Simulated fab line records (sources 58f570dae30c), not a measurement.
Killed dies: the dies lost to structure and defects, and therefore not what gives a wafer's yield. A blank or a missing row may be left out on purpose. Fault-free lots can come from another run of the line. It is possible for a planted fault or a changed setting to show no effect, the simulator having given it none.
One fault seen from 2 desks / flow berkeley_cmos170 / each desk holds nothing but its own numbers, with what lay behind them at the end

METROLOGY DESK
Lot by lot, what the gauges showed, no matter which tool ran the lot: averages of those sampled wafers that carry a number. If a lot's mean is further than 4 standard deviations from the usual mean, the lot is out of limits and carries the mark OUT (the distance appears in the brackets).
Columns: A = PWELL_OVL at UCB170_PWELL_OVL_MEAS_13, usual -1 nm; B = SPACER_TEOS_THK at UCB170_SPACER_THK_MEAS_01, usual 376 nm
lot=L812; first seen here=day 2 19:13; A=2; B=373
lot=L816; first seen here=day 3 17:56; A=2; B=374
lot=L815; first seen here=day 3 18:10; A=-2; B=372
lot=L818; first seen here=day 4 08:47; A=2; B=378
lot=L821; first seen here=day 4 21:48; A=-5; B=377
lot=L820; first seen here=day 4 22:04; A=-4; B=377
lot=L819; first seen here=day 4 22:08; A=-6; B=374
lot=L822; first seen here=day 5 05:12; A=1; B=377
lot=L823; first seen here=day 5 15:05; A=-4; B=378
lot=L829; first seen here=day 6 14:22; A=-2; B=357 (-4.4) OUT
lot=L831; first seen here=day 7 00:22; A=1; B=356 (-4.6) OUT
lot=L832; first seen here=day 7 03:16; A=-2; B=377
lot=L834; first seen here=day 7 14:57; A=2; B=375
lot=L835; first seen here=day 7 23:29; A=-4; B=375
Finding of this desk: L829, L831 out of limits, first seen on L829 at day 9 22:54 (SPACER_TEOS_THK at UCB170_SPACER_THK_MEAS_01). Within limits: L812, L816, L815, L818, L821, L820, L819, L822, L823, L832, L834, L835.

FOR THE TOOL OWNER'S DESK: pecvd-03
The tool's own readings at UCB170_SPACER_CVD_00 (deposits SiO2 from TEOS/O2, target thk 376 nm, time 47 s): means of the sampled wafers that have a number, for each lot that ran on this tool. If a lot's mean is further than 4 standard deviations from the usual mean, the lot is out of limits and carries the mark OUT (the distance appears in the brackets).
Columns: A = heater_power_w at UCB170_SPACER_CVD_00, usual 255 W; B = pressure_mtorr at UCB170_SPACER_CVD_00, usual 9002 mTorr
lot=L812; first seen here=day 5 21:37; A=190; B=9011
lot=L819; first seen here=day 8 03:53; A=272; B=9020
lot=L823; first seen here=day 9 05:44; A=245; B=9004
lot=L829; first seen here=day 9 22:52; A=250; B=9008
lot=L831; first seen here=day 11 01:19; A=276; B=8981
Finding of this desk: none of the 5 lots has anything out of limits.

PUT TOGETHER
On L829, L831, the metrology desk was in a position to raise an alarm at day 9 22:54.
Nothing out of limits was seen by the tool owner's desk.
The tool owner's desk has L829, L831 on record, within its limits.
On pecvd-03, each named lot ran UCB170_SPACER_CVD_00.

WHAT THE SIMULATOR PUT IN
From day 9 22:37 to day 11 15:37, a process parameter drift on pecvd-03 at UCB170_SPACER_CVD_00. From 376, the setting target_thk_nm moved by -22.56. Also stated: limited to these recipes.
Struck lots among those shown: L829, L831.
Time in hours between the start of the fault and the first out-of-limits reading at each desk: metrology desk, 0.
